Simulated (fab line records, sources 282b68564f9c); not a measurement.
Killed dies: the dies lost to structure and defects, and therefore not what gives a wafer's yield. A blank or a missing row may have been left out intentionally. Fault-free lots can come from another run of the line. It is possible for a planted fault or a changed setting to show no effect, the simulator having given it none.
Comparing a struck lot with a sound one / flow rit_cmos / 31 out of 202 route steps
Sound: these wafers, L457.1, L457.2, L457.5. Wafers L463.1, L463.4, L463.6 were the ones struck. Last of all comes the cause.
Each step with rows lists, per side, the tool, then ch with its chambers, then its first start. Under that, the readings that differ: sound wafers / struck wafers / difference of the means / sigmas: that difference in standard deviations of wafers without a fault.
alike: readings whose means differ by less than 2 such deviations, and words and numbers that are the same on both sides. not compared: withheld readings, readings that some wafer has no value for, bounds like >300 that may hide the same value, and numbers for which the record gives no deviation and whose values overlap.
A row with sigmas, a row that says differs or no value, or rows on one side alone: a step with any of these is where the two part. Numbers that don't overlap but have no deviation are shown without sigmas and don't part them. A reading that every wafer of one side lacks parts them only if that side has two wafers or more.

first, 4 steps without rows for these wafers: RIT_CONTACT_SOFTBAKE_04 (time 60 s); RIT_CONTACT_EXPOSE_05 (exposes mask M11, target cd 1000 nm); RIT_CONTACT_PEB_06; RIT_CONTACT_DEVELOP_07 (develop time 120 s).
RIT_CONTACT_CD_MEAS_08: target cd 1000 nm.
  sound on cd_sem-02 at day 6 03:59; struck on cd_sem-02 at day 7 07:07
  alike: cd_nm
RIT_CONTACT_OVL_MEAS_09:
  sound on overlay-01 at day 6 04:07; struck on overlay-02 at day 7 07:14
  alike: CONTACT_OVL
then, 1 step without rows for these wafers: RIT_CONTACT_HARDBAKE_10 (time 60 s).
RIT_CONTACT_ETCH_11: etches SiO2 in CHF3/CF4/Ar, stops on TiSi2, target depth 480 nm, time 320 s.
  sound on rie_diel-03 ch 0,2,3, day 6 04:17; struck on rie_diel-01 ch 0,3, day 7 07:26
  alike: cf4_flow_sccm, drypump_motor_current_A, oes_product_au, throttle_valve_pct
  not compared: rf_hours_counter_h
RIT_CONTACT_STRIP_12: strips in O2, time 180 s.
  sound on plasma_asher-03 ch 0,1, day 6 04:29; struck on plasma_asher-02 ch 0, day 7 07:37
  alike: drypump_motor_current_A, rf_refl_power_W
  not compared: rf_hours_counter_h
RIT_CONTACT_CD_MEAS_90: target cd 1000 nm.
  sound on cd_sem-02 at day 6 04:40; struck on cd_sem-01 at day 7 07:47
  alike: cd_nm
then, 2 steps without rows for these wafers: RIT_CONTACT_CLEAN_13 (cleans in SC1, time 600 s); RIT_CONTACT_CLEAN_14 (cleans in SC2, time 600 s).
RIT_M1_SPUTTER_00: material Al, target thk 400 nm, time 500 s.
  sound on pvd_sputter-04 at day 6 05:09; struck on pvd_sputter-04 at day 7 08:16
  alike: throttle_valve_pct
RIT_M1_RS_MEAS_01: uses a four-point probe to measure.
  sound on film_metro-02 at day 6 05:26; struck on film_metro-03 at day 7 08:34
  alike: M1_AL_RS
RIT_M1_THK_MEAS_02: measures by xrf.
  sound on film_metro-02 at day 6 05:34; struck on film_metro-03 at day 7 08:41
  alike: M1_AL_THK
then, 6 steps without rows for these wafers: RIT_M1_HMDS_03 (prime time 60 s); RIT_M1_COAT_04 (resist thk 1300 nm); RIT_M1_SOFTBAKE_05 (time 60 s); RIT_M1_EXPOSE_06 (exposes mask M12, target cd 2600 nm); RIT_M1_PEB_07; RIT_M1_DEVELOP_08 (develop time 68 s).
RIT_M1_CD_MEAS_09: target cd 2600 nm.
  sound on cd_sem-02 at day 6 06:40; struck on cd_sem-02 at day 7 09:37
  alike: cd_nm
RIT_M1_OVL_MEAS_10:
  sound on overlay-01 at day 6 06:47; struck on overlay-01 at day 7 09:44
  alike: M1_OVL
then, 1 step without rows for these wafers: RIT_M1_HARDBAKE_11 (time 120 s).
RIT_M1_METAL_ETCH_12: etches Al in Cl2/BCl3, stops on SiO2, time 165 s, target depth 600 nm.
  sound on rie_metal-02 ch 0,1, day 6 07:04; struck on rie_metal-01 ch 0,1, day 7 10:02
  alike: drypump_motor_current_A, oes_product_au, throttle_valve_pct
  not compared: rf_hours_counter_h
then, 1 step without rows for these wafers: RIT_M1_STRIP_13 (strips in nmp, time 600 s).
RIT_M1_STRIP_14: strips in O2, time 186.3 s.
  sound on plasma_asher-04 ch 0,1, day 6 07:25; struck on plasma_asher-04 ch 0,1, day 7 10:22
  alike: drypump_motor_current_A
  not compared: rf_hours_counter_h
RIT_M1_CD_MEAS_90: target cd 2600 nm.
  sound on cd_sem-02 at day 6 07:36; struck on cd_sem-01 at day 7 10:32
  alike: cd_nm
then, 1 step without rows for these wafers: RIT_M1_ANNEAL_15 (time 1800 s).
RIT_M1_BOW_MEAS_16:
  sound on film_metro-03 at day 6 09:35; struck on film_metro-02 at day 7 12:16
  alike: M1_BOW
RIT_M1_PROBE_99:
  sound on prober-02 at day 6 09:42; struck on prober-02 at day 7 12:23
reading=defect_limited_yield (%); sound=97.3 97.3 98.1; struck=92.0 89.0 91.3; difference=-6.8; sigmas=-6
reading=killed_at_M0_to_M3; sound=0 0 0; struck=16 27 17; difference=+20; sigmas=+99 or more
reading=killed_dies; sound=7 7 5; struck=21 29 23; difference=+18; sigmas=+6
reading=killed_on_rim; sound=2 2 1; struck=7 10 11; difference=+8; sigmas=+6
reading=sort_bin_3_pad_short (%); sound=0 0.8 0; struck=3.0 1.9 3.0; difference=+2.4; sigmas=+11
reading=sort_bin_5_function (%); sound=0.8 1.1 0.8; struck=3.4 7.2 4.2; difference=+4.0; sigmas=+5
reading=sort_n_pass; sound=257 257 259; struck=243 235 241; difference=-18; sigmas=-6
reading=sort_yield_pct (%); sound=97.3 97.3 98.1; struck=92.0 89.0 91.3; difference=-6.8; sigmas=-6
reading=model.etest.tester.sort_n_pass; sound=257 257 259; struck=243 235 241; difference=-18; sigmas=
reading=model.etest.tester.sort_yield_pct (%); sound=97.35 97.35 98.11; struck=92.05 89.02 91.29; difference=-6.82; sigmas=
reading=model.etest.tester.sort_bin_5_pct (%); sound=0.7576 1.136 0.7576; struck=3.409 7.197 4.167; difference=+4.041; sigmas=
  alike: killed_at_front_end, killed_open, killed_short, sort_bin_6_memory
  not compared: model.etest.tester.sort_bin_6_pct

WHERE THEY PART
Only at RIT_M1_PROBE_99, within this record.

WHY: the cause the simulator had injected
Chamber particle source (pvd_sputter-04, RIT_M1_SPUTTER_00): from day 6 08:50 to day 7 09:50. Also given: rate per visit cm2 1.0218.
